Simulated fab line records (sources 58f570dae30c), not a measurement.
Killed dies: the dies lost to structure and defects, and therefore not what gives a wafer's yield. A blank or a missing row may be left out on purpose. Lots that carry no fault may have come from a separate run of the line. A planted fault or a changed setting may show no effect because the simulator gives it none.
Split-lot experiment + flow berkeley-cmos170 + route with 331 steps; 5 lots, 23 wafers read

== ON THE SPLIT ==
At UCB170_NWELL_OXIDATION_01 (target thk 26.4 nm, ox time 1260 s), the setting temp-c was moved away from the recipe's 1000 C on 10 of the 23 wafers read, by +0.9% to +1.7%. All remaining wafers had this setting at the recipe value.

There is no step in the file separating the split from the reading.

== THE READING ==
Values of NWELL_OXIDE_THK in nm from UCB170_NWELL_THK_MEAS_02. Fault-free wafers of this fab line usually give 26.2 nm, standard deviation 0.59 nm.

| wafer  | tool, chamber at the split | temp-c as run, C | against the recipe | NWELL_OXIDE_THK, nm | against lot-mates on the recipe |
|--------|----------------------------|------------------|--------------------|---------------------|---------------------------------|
| L074.1 | -, -                       | 1000             | recipe             | 26.5                | -                               |
| L074.2 | -, -                       | 1000             | recipe             | 26.5                | -                               |
| L074.3 | -, -                       | 1000             | recipe             | 26.3                | -                               |
| L074.5 | -, -                       | 1000             | recipe             | 26.5                | -                               |
| L074.6 | -, -                       | 1000             | recipe             | 26.2                | -                               |
| L076.4 | furnace-04, 0              | 1000             | recipe             | 25.7                | -                               |
| L076.5 | furnace-04, 0              | 1000             | recipe             | 26.1                | -                               |
| L076.6 | furnace-04, 0              | 1000             | recipe             | 26.1                | -                               |
| L077.1 | -, -                       | 1000             | recipe             | 25.7                | -                               |
| L077.2 | -, -                       | 1000             | recipe             | 25.9                | -                               |
| L077.3 | -, -                       | 1000             | recipe             | 25.3                | -                               |
| L077.4 | -, -                       | 1000             | recipe             | 25.5                | -                               |
| L077.6 | -, -                       | 1000             | recipe             | 25.8                | -                               |
| L078.1 | -, -                       | 1017             | +1.7%              | 30.7                | no lot-mate on the recipe       |
| L078.2 | -, -                       | 1017             | +1.7%              | 31.3                | no lot-mate on the recipe       |
| L078.3 | -, -                       | 1017             | +1.7%              | 31.0                | no lot-mate on the recipe       |
| L078.4 | -, -                       | 1017             | +1.7%              | 31.0                | no lot-mate on the recipe       |
| L078.6 | -, -                       | 1017             | +1.7%              | 30.9                | no lot-mate on the recipe       |
| L082.1 | -, -                       | 1009             | +0.9%              | 28.1                | no lot-mate on the recipe       |
| L082.2 | -, -                       | 1009             | +0.9%              | 28.1                | no lot-mate on the recipe       |
| L082.3 | -, -                       | 1009             | +0.9%              | 27.8                | no lot-mate on the recipe       |
| L082.4 | -, -                       | 1009             | +0.9%              | 28.5                | no lot-mate on the recipe       |
| L082.6 | -, -                       | 1009             | +0.9%              | 27.9                | no lot-mate on the recipe       |

FIT RESULTS
A straight line over all 23 wafers: NWELL_OXIDE_THK changes by +2.84 nm for each +1% of temp-c; r = +0.98; the points scatter about the line by 0.41 nm.
Too few moved wafers have a lot-mate on the recipe to fit a line with each lot's own level taken away.

== THE WHOLE CHAIN: every reading that the file lists as answering this split, in the file's order ==
| step                      | what it does                       | reading                                                                            | change (the file's fit)              | r (the file's) |
|---------------------------|------------------------------------|------------------------------------------------------------------------------------|--------------------------------------|----------------|
| UCB170_NWELL_OXIDATION_01 | target thk 26.4 nm, ox time 1260 s | SiO2_of_NWELL_OXIDATION_01.thk-nm (the simulator's own value, which no gauge read) | +2.85 nm for each +1% of the setting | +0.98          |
| UCB170_NWELL_THK_MEAS_02  |                                    | NWELL_OXIDE_THK                                                                    | +2.85 for each +1% of the setting    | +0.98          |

== THE FILE'S OWN FIT ==
NWELL_OXIDE_THK changes by +2.85 nm for each +1% of temp-c, r = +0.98.
